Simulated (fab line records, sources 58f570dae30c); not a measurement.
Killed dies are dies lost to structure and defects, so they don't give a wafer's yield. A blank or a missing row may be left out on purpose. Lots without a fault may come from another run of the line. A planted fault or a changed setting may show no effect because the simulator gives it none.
One fault seen from 2 desks | flow berkeley_cmos170 | each desk has only its own numbers; what lay behind them comes last

THE TOOL OWNER'S DESK: litho_track-02
The tool's own readings at UCB170_NWELL_DEVELOP_11 (develop time 45 s): means of the sampled wafers that have a number, for each lot that ran on this tool. A lot is out of limits, marked OUT, if its mean lies more than 4 standard deviations from the usual mean; the brackets give that distance.
Columns: A = chill_plate_temp_C at UCB170_NWELL_DEVELOP_11, usual 22.97 C; B = resist_line_temp_C at UCB170_NWELL_DEVELOP_11, usual 22.99 C
lot  | first seen here | A     | B
L490 | day 5 18:00     | 23.08 | 23.02
This desk's finding: nothing out of limits on the one lot.

THE METROLOGY DESK
What the gauges read, lot by lot, whatever tool the lot ran on: means of the sampled wafers that have a number. A lot is out of limits, marked OUT, if its mean lies more than 4 standard deviations from the usual mean; the brackets give that distance.
Columns: A = NWELL_OXIDE_THK at UCB170_NWELL_THK_MEAS_02, usual 26.6 nm; B = NWELL_NITRIDE_THK at UCB170_NWELL_THK_MEAS_05, usual 225.3 nm; C = NWELL_OVL at UCB170_NWELL_OVL_MEAS_12, usual 0 nm
lot  | first seen here | A    | B     | C
L484 | day 3 23:38     | 26.7 | 227.7 | 3
L488 | day 5 03:47     | 26.8 | 225.3 | -
L489 | day 5 09:23     | 26.6 | 227.7 | -
L490 | day 5 09:23     | 26.4 | 222.1 | 0
L493 | day 6 03:01     | 26.6 | 221.8 | 0
L495 | day 6 10:14     | 26.8 | 225.1 | 0
This desk's finding: nothing out of limits on any of the 6 lots.

PUT TOGETHER
The tool owner's desk saw nothing out of limits.
The metrology desk saw nothing out of limits.

WHAT THE SIMULATOR HAD PUT IN
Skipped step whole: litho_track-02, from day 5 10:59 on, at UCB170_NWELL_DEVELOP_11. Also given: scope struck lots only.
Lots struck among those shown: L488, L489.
